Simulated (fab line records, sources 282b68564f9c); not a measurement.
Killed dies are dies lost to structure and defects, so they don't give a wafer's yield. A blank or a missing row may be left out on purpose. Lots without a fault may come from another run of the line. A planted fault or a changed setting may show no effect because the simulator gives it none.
A struck lot beside a sound one | flow rit_cmos | 20 steps out of a route of 202
Sound: wafers L970.3, L970.4, L970.6. Struck: wafers L974.2, L974.3, L974.5. The cause comes at the end.
At each step with rows: each side's tool, then ch and its chambers, then its first start. Under that, the readings that differ: sound wafers | struck wafers | difference of the means | sigmas: that difference in standard deviations of wafers without a fault.
alike: readings whose means differ by less than 2 such deviations, and words and numbers that are the same on both sides. not compared: withheld readings, readings that some wafer has no value for, bounds like >300 that may hide the same value, and numbers for which the record gives no deviation and whose values overlap.
The two part at a step that has a row with sigmas, a row that says differs or no value, or rows on one side only. Numbers that don't overlap but have no deviation are shown without sigmas and don't part them. A reading that every wafer of one side lacks parts them only if that side has two wafers or more.

first, 2 steps without rows for these wafers: RIT_NWELL_HARDBAKE_07 (time 120 s); RIT_NWELL_IMPLANT_08.
RIT_NWELL_STRIP_09: strips in O2, time 180 s.
  sound on plasma_asher-04 ch 0,1, day 3 07:54; struck on plasma_asher-01 ch 0,1, day 4 05:08
  alike: drypump_motor_current_A
  not compared: rf_hours_counter_h
RIT_NWELL_TW_MEAS_10:
  sound on film_metro-03, day 3 08:02; struck on film_metro-02, day 4 05:19
  alike: NWELL_TW
then, 6 steps without rows for these wafers: RIT_PWELL_HMDS_00 (prime time 60 s); RIT_PWELL_COAT_01 (resist thk 1300 nm); RIT_PWELL_SOFTBAKE_02 (time 60 s); RIT_PWELL_EXPOSE_03 (exposes mask M3, target cd 43700 nm); RIT_PWELL_PEB_04; RIT_PWELL_DEVELOP_05 (develop time 68 s).
RIT_PWELL_OVL_MEAS_06:
  sound on overlay-02, day 3 08:58; struck on overlay-02, day 4 06:15
  alike: PWELL_OVL
then, 1 step without rows for these wafers: RIT_PWELL_HARDBAKE_07 (time 120 s).
RIT_PWELL_IMPLANT_08:
  sound on implanter-04 ch 0, day 3 09:17; struck on implanter-04 ch 0, day 4 06:33
  reading            | sound                         | struck                           | difference  | sigmas
  dose_ions_cm2      | 6.996e+13 7.001e+13 6.998e+13 | 1.1197e+14 1.1196e+14 1.1195e+14 | +4.1977e+13 | +99 or more
  faraday_current_uA | 225 223 219                   | 356 353 351                      | +131        | +34
RIT_PWELL_STRIP_09: strips in O2, time 180 s.
  sound on plasma_asher-01 ch 0,1, day 3 09:27; struck on plasma_asher-01 ch 0,1, day 4 06:41
  alike: drypump_motor_current_A
  not compared: rf_hours_counter_h
RIT_PWELL_TW_MEAS_10:
  sound on film_metro-02, day 3 09:35; struck on film_metro-01, day 4 06:52
  reading  | sound       | struck         | difference | sigmas
  PWELL_TW | 945 944 945 | 1120 1121 1125 | +177       | +21
then, 1 step without rows for these wafers: RIT_WELLDRIVE_ANNEAL_00 (time 14700 s).
RIT_WELLDRIVE_RS_MEAS_01: measures by four-point-probe.
  sound on film_metro-01, day 3 14:45; struck on film_metro-01, day 4 12:01
  alike: NWELL_RS
RIT_WELLDRIVE_RS_MEAS_02: measures by four-point-probe.
  sound on film_metro-01, day 3 14:52; struck on film_metro-01, day 4 12:08
  reading           | sound             | struck            | difference | sigmas
  PWELL_RS (ohm/sq) | 430.3 430.5 429.2 | 319.7 320.3 320.3 | -109.9     | -92
then, 1 step without rows for these wafers: RIT_NRETRO_HMDS_00 (prime time 60 s).
RIT_M1_PROBE_99:
  sound on prober-01, day 4 23:17; struck on prober-01, day 5 17:11
  reading                             | sound             | struck            | difference | sigmas
  model.etest.nmos_0p3.r_on_ohm_um    | 2131 2149 2127    | 2550 2569 2584    | +432       |
  model.etest.nmos_0p15.r_on_ohm_um   | 1129 1160 1136    | 1329 1292 1287    | +161       |
  model.etest.pwell_pinched.rs_ohm_sq | 463.3 464.4 469   | 338.8 340.3 338.1 | -126.5     |
  model.etest.nmos_turned.drive_ua_um | 342.7 326.5 351.5 | 217.7 226.8 229   | -115.7     |
  model.etest.pwell.rs_ohm_sq         | 422.4 419.5 417.3 | 306.9 303.4 304   | -115.0     |
  model.etest.nmos_0p15.drive_ua_um   | 472.2 460 481.4   | 356.8 364 368.5   | -108.1     |
  model.etest.nmos_narrow.drive_ua_um | 237.9 234.8 239.7 | 170.6 169.9 166   | -68.6      |
  model.etest.nmos_0p3.drive_ua_um    | 231.4 230.9 235.8 | 168.1 165.7 165.1 | -66.4      |
  alike: killed_at_contacts, killed_at_front_end, killed_dies, killed_open, killed_short

WHERE THEY PART
First at RIT_PWELL_IMPLANT_08; last, within this record, at RIT_WELLDRIVE_RS_MEAS_02. Later steps at which nothing parts them and some readings are alike: RIT_M1_PROBE_99.

WHY: what the simulator had put in
Process parameter drift: implanter-04, from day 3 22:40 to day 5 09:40, at RIT_PWELL_IMPLANT_08. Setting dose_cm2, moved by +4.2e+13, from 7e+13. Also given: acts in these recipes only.
